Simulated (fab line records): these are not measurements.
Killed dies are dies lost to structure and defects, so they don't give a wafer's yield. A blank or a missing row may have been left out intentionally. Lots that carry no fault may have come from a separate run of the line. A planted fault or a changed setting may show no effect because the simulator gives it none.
Which of the tools did it? | flow berkeley cmos170 | 14 lots with 42 wafers sampled at 5 steps, on a route of 331 steps

## WHAT THE GAUGES READ, wafer by wafer
UCB170_SPACER_THK_MEAS_01.
lot  | measured     | on            | SPACER_TEOS_THK (nm)
L858 | day 7 04:10  | film metro-04 | 377 379 377
L859 | day 7 17:36  | film metro-04 | 373 375 378
L861 | day 7 17:53  | film metro-04 | 375 381 376
L860 | day 7 18:18  | film metro-04 | 374 380 380
L864 | day 8 07:53  | film metro-04 | 371 367 377
L863 | day 8 08:17  | film metro-04 | 377 379 378
L867 | day 9 10:30  | film metro-03 | 371 372 378
L869 | day 10 01:27 | film metro-04 | 373 375 380
L871 | day 10 01:58 | film metro-04 | 507 515 386 507 516 386
L875 | day 10 17:28 | film metro-01 | 519 382 377 519 383 377
L876 | day 10 18:10 | film metro-04 | 370 371 380
L877 | day 11 06:09 | film metro-03 | 369 376 377
L878 | day 11 06:35 | film metro-04 | 375 376 385
L879 | day 11 21:48 | film metro-03 | 375 374 381

UCB170_CONTACT_OVL_MEAS_16.
lot  | measured     | on         | CONTACT_OVL (nm)
L858 | day 7 21:13  | overlay-01 | 1 12 -2
L859 | day 8 11:05  | overlay-01 | -2 2 1
L861 | day 8 12:49  | overlay-01 | -4 1 -5
L860 | day 8 10:03  | overlay-01 | 2 0 -5
L864 | day 9 02:49  | overlay-02 | -6 -8 -3
L863 | day 9 03:32  | overlay-01 | 7 1 2
L867 | day 10 04:49 | overlay-01 | 1 -7 0
L869 | day 10 14:26 | overlay-02 | 3 0 0
L871 | day 10 17:40 | overlay-02 | 1
L875 | day 11 11:56 | overlay-02 | -3 -3
L876 | day 11 12:22 | overlay-01 | -2 1 -4
L877 | day 11 19:52 | overlay-02 | -7 -5 -8
L878 | day 11 20:35 | overlay-01 | 0 -3 13
L879 | day 12 16:53 | overlay-02 | -1 -9 -2

## TOOL THAT RAN EACH LOT (tool first, then ch and the chambers of the sampled wafers, then the start)
lot  | UCB170_PWELL_ETCH_14              | UCB170_SPACER_CVD_00            | UCB170_SPACER_ETCHBACK_03
L858 | rie diel-03 ch 0,2, day 3 06:19   | pecvd-04 ch 0,1, day 7 04:07    | rie diel-03 ch 0,1,3, day 7 08:40
L859 | rie diel-03 ch 0,2, day 3 19:02   | pecvd-04 ch 0,1, day 7 17:33    | rie diel-01 ch 1,2,3, day 7 23:05
L861 | rie diel-01 ch 1,2,3, day 3 19:40 | pecvd-03 ch 0,1,2, day 7 17:49  | rie diel-02 ch 0,1,2, day 7 23:05
L860 | rie diel-03 ch 0,1,2, day 4 00:08 | pecvd-04 ch 0,1,2, day 7 18:14  | rie diel-01 ch 1,2, day 7 23:09
L864 | rie diel-01 ch 0,1,2, day 4 07:50 | pecvd-02 ch 0,2, day 8 07:50    | rie diel-02 ch 0,1,2, day 8 13:19
L863 | rie diel-04 ch 1,3, day 4 08:06   | pecvd-04 ch 0,1,2, day 8 08:14  | rie diel-03 ch 0,2, day 8 13:19
L867 | rie diel-01 ch 0,2, day 5 06:53   | pecvd-03 ch 0,1, day 9 10:27    | rie diel-02 ch 0,1, day 9 16:21
L869 | rie diel-01 ch 1,2, day 5 14:25   | pecvd-03 ch 1,2, day 10 01:23   | rie diel-02 ch 0,2,3, day 10 05:07
L871 | rie diel-01 ch 0,1, day 5 22:11   | pecvd-04 ch 0,1, day 10 01:54   | rie diel-03 ch 2,3, day 10 06:37
L875 | rie diel-01 ch 0,1, day 7 02:35   | pecvd-04 ch 0,1,2, day 10 17:25 | rie diel-01 ch 1,2, day 10 21:28
L876 | rie diel-03 ch 0,1,3, day 7 02:52 | pecvd-03 ch 1,2, day 10 18:07   | rie diel-03 ch 1,3, day 10 21:28
L877 | rie diel-01 ch 0,1, day 7 13:48   | pecvd-02 ch 1,2, day 11 06:06   | rie diel-01 ch 0,1,2, day 11 10:02
L878 | rie diel-03 ch 1,2,3, day 7 14:01 | pecvd-03 ch 0,1,2, day 11 06:33 | rie diel-03 ch 1,2,3, day 11 10:02
L879 | rie diel-01 ch 1,2,3, day 8 02:13 | pecvd-02 ch 0,1,2, day 11 21:46 | rie diel-03 ch 0,1,2, day 12 03:04
- UCB170_PWELL_ETCH_14: etches Si3N4 in CH3F/Ar/O2, stops on SiO2, target depth 242 nm, time 151 s.
- UCB170_SPACER_CVD_00: deposits SiO2 from TEOS/O2, target thk 376 nm, time 47 s.
- UCB170_SPACER_ETCHBACK_03: etches SiO2 in CHF3/CF4/Ar, stops on Si, target depth 376 nm, time 100 s.

## AS READ BY THE TOOLS THEMSELVES (means over the sampled wafers that have a number; for cases with no such wafer, the mark the record gives instead)
UCB170_PWELL_ETCH_14.
lot  | tool        | chamber pressure mTorr (mTorr) | drypump motor current A (A) | oes product au (a.u.) | throttle valve pct (%)
L858 | rie diel-03 | 50.00                          | 5.6                         | 0.926                 | 8.07
L859 | rie diel-03 | 49.97                          | 5.8                         | 0.925                 | 8.12
L861 | rie diel-01 | 49.97                          | 5.5                         | 0.935                 | 8.12
L860 | rie diel-03 | 50.05                          | 5.8                         | 0.931                 | 8.13
L864 | rie diel-01 | 50.02                          | 5.6                         | 0.933                 | 8.04
L863 | rie diel-04 | 50.05                          | 5.4                         | 0.937                 | 8.11
L867 | rie diel-01 | 50.02                          | 5.7                         | 0.955                 | 8.01
L869 | rie diel-01 | 49.99                          | 5.4                         | 0.916                 | 8.06
L871 | rie diel-01 | 49.99                          | 5.6                         | 0.953                 | 8.02
L875 | rie diel-01 | 50.01                          | 5.5                         | 0.951                 | 8.02
L876 | rie diel-03 | 49.97                          | 5.6                         | 0.912                 | 8.19
L877 | rie diel-01 | 50.00                          | 5.4                         | 0.939                 | 8.05
L878 | rie diel-03 | 50.01                          | 5.4                         | 0.928                 | 8.16
L879 | rie diel-01 | 49.97                          | 5.6                         | 0.921                 | 8.11

UCB170_SPACER_CVD_00.
lot  | tool     | heater power w (W) | run length s (s)
L858 | pecvd-04 | 264                | 75.2
L859 | pecvd-04 | 226                | 75.6
L861 | pecvd-03 | 250                | 74.6
L860 | pecvd-04 | 280                | 75.0
L864 | pecvd-02 | 251                | 74.7
L863 | pecvd-04 | 254                | 75.2
L867 | pecvd-03 | 283                | 74.9
L869 | pecvd-03 | 264                | 74.4
L871 | pecvd-04 | 290                | 86.6
L875 | pecvd-04 | 272                | 80.9
L876 | pecvd-03 | 237                | 74.6
L877 | pecvd-02 | 321                | 74.6
L878 | pecvd-03 | 248                | 74.3
L879 | pecvd-02 | 273                | 74.5

UCB170_SPACER_ETCHBACK_03.
lot  | tool        | chamber pressure mTorr (mTorr) | drypump motor current A (A) | oes product au (a.u.) | throttle valve pct (%)
L858 | rie diel-03 | 199.87                         | 5.6                         | 0.888                 | 6.60
L859 | rie diel-01 | 200.19                         | 5.6                         | 0.883                 | 6.52
L861 | rie diel-02 | 199.82                         | 5.4                         | 0.885                 | 6.51
L860 | rie diel-01 | 199.94                         | 5.5                         | 0.884                 | 6.49
L864 | rie diel-02 | 199.97                         | 5.5                         | 0.873                 | 6.49
L863 | rie diel-03 | 199.98                         | 5.6                         | 0.900                 | 6.49
L867 | rie diel-02 | 200.07                         | 5.5                         | 0.877                 | 6.45
L869 | rie diel-02 | 200.14                         | 5.4                         | 0.880                 | 6.48
L871 | rie diel-03 | 200.30                         | 5.1                         | 0.951                 | 6.57
L875 | rie diel-01 | 200.13                         | 5.4                         | 0.916                 | 6.49
L876 | rie diel-03 | 200.00                         | 5.3                         | 0.880                 | 6.62
L877 | rie diel-01 | 199.85                         | 5.5                         | 0.891                 | 6.47
L878 | rie diel-03 | 199.98                         | 5.4                         | 0.897                 | 6.56
L879 | rie diel-03 | 200.09                         | 5.7                         | 0.903                 | 6.55

## THE ANSWER, worked out from the rows above alone
Rule: usual is defined by the lots themselves. The widest of any qualifying gaps counts: lots, ordered by their means at a reading, are off when they make up no more than a third of the lots, leave a main group of 4 or more, and stand apart from it by 3 or more times the standard deviation of that group's means. The tables above print the reading to a certain number of digits; a main group whose means all agree to those digits is not used. Also off: a lot with no number at a reading for which 4 or more lots have one. Any other lot the step has rows for is counted as sound. The gauges are gone through in route order, then the tools' own readings, and for those a lot's mean is taken as printed above. At the first step where some lot is off, the reading lying furthest off is the one used; lots without a number count as furthest.
Off: at UCB170_SPACER_THK_MEAS_01 (SPACER_TEOS_THK), L871, L875. Mean 376 nm and standard deviation 2.1 in the main group.
A tool fits if, at a process step before that reading, it ran every lot that is off, and no sound lot after the first of them. Not tried: the gauges at UCB170_SPACER_THK_MEAS_01; whatever is off there is also off at UCB170_SPACER_CVD_00, on other tools, and gauge error can't account for it. One fits: UCB170_SPACER_CVD_00 on pecvd-04. Its last sound lot is L863 (day 8 08:14), its first lot that is off L871 (day 10 01:54): a fault that began between those two fits.
On the lots that are off, the tool's own readings at UCB170_SPACER_CVD_00 differ by more than 5 times the standard deviation of the sound lots' means, which bears it out; run length s reads 83.8 s there versus 74.8 s on the sound lots.

## WHAT THE SIMULATOR PUT IN
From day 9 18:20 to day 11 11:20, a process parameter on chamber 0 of pecvd-04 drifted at UCB170_SPACER_CVD_00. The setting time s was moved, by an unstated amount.
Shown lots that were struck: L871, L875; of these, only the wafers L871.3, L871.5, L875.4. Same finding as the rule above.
